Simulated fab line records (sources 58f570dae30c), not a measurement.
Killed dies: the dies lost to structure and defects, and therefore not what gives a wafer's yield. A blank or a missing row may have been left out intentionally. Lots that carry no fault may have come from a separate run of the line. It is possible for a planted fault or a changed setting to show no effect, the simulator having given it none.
What tool caused it? -- flow berkeley cmos170 -- 42 wafers sampled from 14 lots at 1 step of a route of 331

== WHAT THE GAUGES READ, wafer by wafer ==
UCB170_NSD_TW_MEAS_10.
lot,measured,on,NSD_TW
L448,day 8 12:49,film metro-04,4201 4201 4220
L449,day 8 12:50,film metro-02,4271 4248 4248
L452,day 9 04:30,film metro-04,4142 4116 4120
L451,day 9 05:30,film metro-04,4158 4124 4144
L453,day 9 13:46,film metro-04,4144 4160 4155
L455,day 9 23:24,film metro-02,4215 4233 4219
L459,day 10 09:24,film metro-04,4201 4189 4182
L460,day 11 02:11,film metro-02,4274 4252 4253
L462,day 11 02:28,film metro-02,4258 4252 4231
L464,day 11 22:31,film metro-04,4193 4197 4172
L463,day 12 04:29,film metro-04,4207 4190 4178
L466,day 12 04:56,film metro-04,4170 4201 4212
L465,day 12 05:11,film metro-02,4211 4245 4239
L468,day 12 13:31,film metro-01,4153 4139 4107

== WHICH TOOL RAN EACH LOT (tool, then ch and the chambers of the sampled wafers, then the start) ==
Record: no process step prior to these readings.

== WHAT THE TOOLS THEMSELVES READ (means of the sampled wafers that have a number; where no wafer has one, the mark that the record gives instead) ==
The record holds no such reading with a usual standard deviation.

== THE ANSWER, worked out from the rows above alone ==
Rule: the lots themselves supply what counts as usual. Put in order of their means at a reading, lots are off if they are a third of the lots or fewer, leave a main group of 4 or more, and stand apart from it by a gap of 3 or more times the standard deviation of the main group's means; of several such gaps the widest counts. The tables above print the reading to a certain number of digits; a main group whose means all agree to those digits is not used. A lot without any number at a reading at which 4 lots or more have one is off too. The other lots that the step has rows for count as sound. Order of review: gauges by route order, followed by the tools' own readings, for which a lot's mean as printed above is used. The first step at which some lot is off is used, and at that step the reading that is off furthest; a lot without a number counts as furthest.
No lot is off at any reading shown: from this, nothing can be told.

== WHAT THE SIMULATOR HAD PUT IN ==
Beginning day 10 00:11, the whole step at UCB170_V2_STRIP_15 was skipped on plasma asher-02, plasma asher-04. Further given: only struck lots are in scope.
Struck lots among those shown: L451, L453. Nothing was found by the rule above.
